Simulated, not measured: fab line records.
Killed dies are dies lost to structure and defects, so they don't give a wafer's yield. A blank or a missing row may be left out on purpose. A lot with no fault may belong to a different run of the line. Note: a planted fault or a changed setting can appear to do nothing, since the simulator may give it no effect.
8D (eight disciplines) problem report, filled in by code / flow rit cmos / the parts of the form that need people (team, actions taken, sign-off) are left out

== 1. PROBLEM STATEMENT ==
Mean SPACER_NITRIDE_THK at RIT_SPACER_THK_MEAS_04: 269.2 nm over 6 wafers in 2 lots; fault-free wafers: 250.1 nm, standard deviation 2.1. Relative to the usual mean, that is a shift of +9.1 standard deviations.
Seen first at day 7 04:50 on film metro-02, wafer L861.3. At this step, 42 wafers from 14 lots have a number in the record. Rule for "out", or "out of limits": more than 4 standard deviations from the usual mean. The other wafers with a number count as sound.

== 2. WHAT IT IS, AND WHAT IT ISN'T ==
question=which readings at this step; is=SPACER_NITRIDE_THK; is not=-
question=which lots; is=L861, L863; is not=L843, L844, L846, L848, L849, L852, L853, L854, L855, L856, L857, L858
question=which wafers of those lots; is=all that have a number; is not=-
question=read on which gauges; is=film metro-02, film metro-04; is not=film metro-03
question=when; is=from day 7 04:50; is not=up to then (36 sound wafers)

== 3. WHAT RULES OUT EACH SUSPECT ==
Counting: a tool at a process step up to the reading stays a suspect if it ran every lot that is out and no sound lot after the first of them.
- the gauge at RIT_SPACER_THK_MEAS_04 has been ruled out. Those wafers that are out were read across 2 gauges (film metro-02, film metro-04).
- lpcvd-02 at RIT_SPACER_CVD_03 (deposits Si3N4 from SiH2Cl2/NH3, target thk 250 nm, time 3300 s): kept. It processed each lot that is out, first L861 at day 7 02:53, and no sound lot thereafter; up to then, the last sound lot it processed was L858 at day 6 15:35.
The count leaves lpcvd-02 at RIT_SPACER_CVD_03.

== 4. THE CAUSE (what the simulator had put in) ==
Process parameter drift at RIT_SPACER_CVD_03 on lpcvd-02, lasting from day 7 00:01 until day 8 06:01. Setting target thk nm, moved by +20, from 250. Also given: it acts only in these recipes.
Counting left only this tool.

== 5. THE EFFECT CHAIN, in route order ==
Rows list readings where the struck wafers' mean (over those with a number) sits beyond 3 standard deviations from the usual. Scope: only readings with a usual standard deviation given in the record; hours: median across lots of the time from each lot's start at the first step in this table that gives one to its start at this step; sigmas: change in usual standard deviations.
hours=0; step=RIT_SPACER_THK_MEAS_04; reading=SPACER_NITRIDE_THK; usual=250.1 nm; on struck wafers=269.2; change=+19.1; sigmas=+9.1
hours=0; step=RIT_SPACER_ETCHBACK_05; reading=oes product au; usual=0.845 a.u.; on struck wafers=0.901; change=+0.056; sigmas=+4.0
Here are the process steps it includes:
- RIT_SPACER_ETCHBACK_05: etches Si3N4 in SF6/CHF3, stops on SiO2, target depth 250 nm, time 240 s.
At these later measuring or inspecting steps, every struck wafer for which the step has a row has a number for every such reading, and none has moved that far: RIT_SDANNEAL_RS_MEAS_04.

== 6. WHAT WOULD HAVE CAUGHT IT SOONER ==
In this record the first reading out of limits at a measuring or inspecting step was taken at day 7 04:50, 5 hours after the fault began at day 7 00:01.
An alarm limit of 4 standard deviations would not have fired on the tool readings at RIT_SPACER_CVD_03 for which the record gives a usual standard deviation, since none of them was out on any struck wafer.
Among the 2 lots that are out, L863 began RIT_SPACER_CVD_03 on lpcvd-02 after day 7 04:50. A hold on the tool at that time would have spared it.
